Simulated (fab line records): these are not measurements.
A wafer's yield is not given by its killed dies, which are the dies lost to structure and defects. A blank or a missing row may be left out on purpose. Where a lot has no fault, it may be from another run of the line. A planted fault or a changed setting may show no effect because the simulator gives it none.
A struck lot beside a sound one || flow berkeley-cmos170 || 16 out of 331 route steps
Sound: the wafers L590.1, L590.3, L590.4. The struck wafers were L591.2, L591.5, L591.6. The cause is given at the end.
Order at every step that has rows: each side's tool, ch and its chambers, its first start. Under that, the readings that differ: sound wafers || struck wafers || difference of the means || sigmas: that difference in standard deviations of wafers without a fault.
alike: words and numbers the same on both sides, and readings whose means are apart by under 2 such deviations; not compared: readings that were withheld, readings missing a value for some wafer, numbers with overlapping values and no deviation given by the record, and bounds like >300 which may hide the same value.
Wherever a step has rows on one side only, a row that says differs or no value, or a row with sigmas, the two part there. Numbers that don't overlap but have no deviation are shown without sigmas and don't part them. A reading missing from all wafers of one side parts the sides only when that side holds two or more wafers.

first, 1 step without rows for these wafers: UCB170_PWELL_OXIDATION_02 (target thk 26.4 nm, ox time 1260 s).
UCB170_PWELL_THK_MEAS_03:
  sound on film-metro-04, day 5 15:36; struck on film-metro-04, day 5 22:56
  alike: PWELL_OXIDE_THK
then, 2 steps without rows for these wafers: UCB170_PWELL_ANNEAL_04 (time 900 s); UCB170_PWELL_CVD_05 (deposits Si3N4 from SiH2Cl2/NH3, target thk 220 nm, time 3300 s).
UCB170_PWELL_THK_MEAS_06:
  sound on film-metro-04, day 5 22:05; struck on film-metro-03, day 6 04:49
  alike: PWELL_NITRIDE_THK
then, 6 steps without rows for these wafers: UCB170_PWELL_HMDS_07 (prime time 60 s); UCB170_PWELL_COAT_08 (resist thk 900 nm); UCB170_PWELL_SOFTBAKE_09 (time 60 s); UCB170_PWELL_EXPOSE_10 (exposes mask PWELL, target cd 3000 nm); UCB170_PWELL_PEB_11; UCB170_PWELL_DEVELOP_12 (develop time 45 s).
UCB170_PWELL_OVL_MEAS_13:
  sound on overlay-01, day 5 23:09; struck on overlay-02, day 6 06:17
  alike: PWELL_OVL
UCB170_PWELL_ETCH_14: etches Si3N4 in CH3F/Ar/O2, stops on SiO2, target depth 242 nm, time 151 s.
  sound on rie-diel-03 ch 0,1,2, day 5 23:11; struck on rie-diel-04 ch 0,3, day 6 06:19
  no value came back on the struck wafers for any of 6 readings (CH3F_flow_sccm (sccm), O2_flow_sccm (sccm) and others); on the sound wafers CH3F_flow_sccm (sccm) reads 20.04 19.84 20.09
{"reading": "model.KrF_of_PWELL_COAT_08.thk-nm (nm)", "sound": "729.7 721.8 725.6", "struck": "888.3 883.6 887", "difference": "+160.6", "sigmas": ""}
{"reading": "model.SiO2_of_PWELL_OXIDATION_02.thk-nm (nm)", "sound": "23.14 22.82 22.29", "struck": "26.29 26.53 26.74", "difference": "+3.77", "sigmas": ""}
then, 1 step without rows for these wafers: UCB170_PWELL_IMPLANT_15.
UCB170_PWELL_STRIP_16: strips in O2.
  sound on plasma-asher-03 ch 0,1, day 5 23:26; struck on plasma-asher-03 ch 0,1, day 6 06:34
{"reading": "oes-product-au (a.u.)", "sound": "0.714 0.725 0.720", "struck": "0.728 0.739 0.735", "difference": "+0.014", "sigmas": "+3"}
{"reading": "strip-time-to-endpoint-s (s)", "sound": "18.20 18.02 18.12", "struck": "21.69 21.59 21.66", "difference": "+3.53", "sigmas": "+43"}
  alike: drypump-motor-current-A
  not compared: rf-hours-counter-h
UCB170_PWELL_TW_MEAS_17:
  sound on film-metro-04, day 5 23:35; struck on film-metro-03, day 6 06:40
  alike: PWELL_TW

== WHERE THEY PART ==
First at UCB170_PWELL_ETCH_14; last, within this record, at UCB170_PWELL_STRIP_16. Later steps at which nothing parts them and some readings are alike: UCB170_PWELL_TW_MEAS_17.

WHY: whatever the simulator had introduced
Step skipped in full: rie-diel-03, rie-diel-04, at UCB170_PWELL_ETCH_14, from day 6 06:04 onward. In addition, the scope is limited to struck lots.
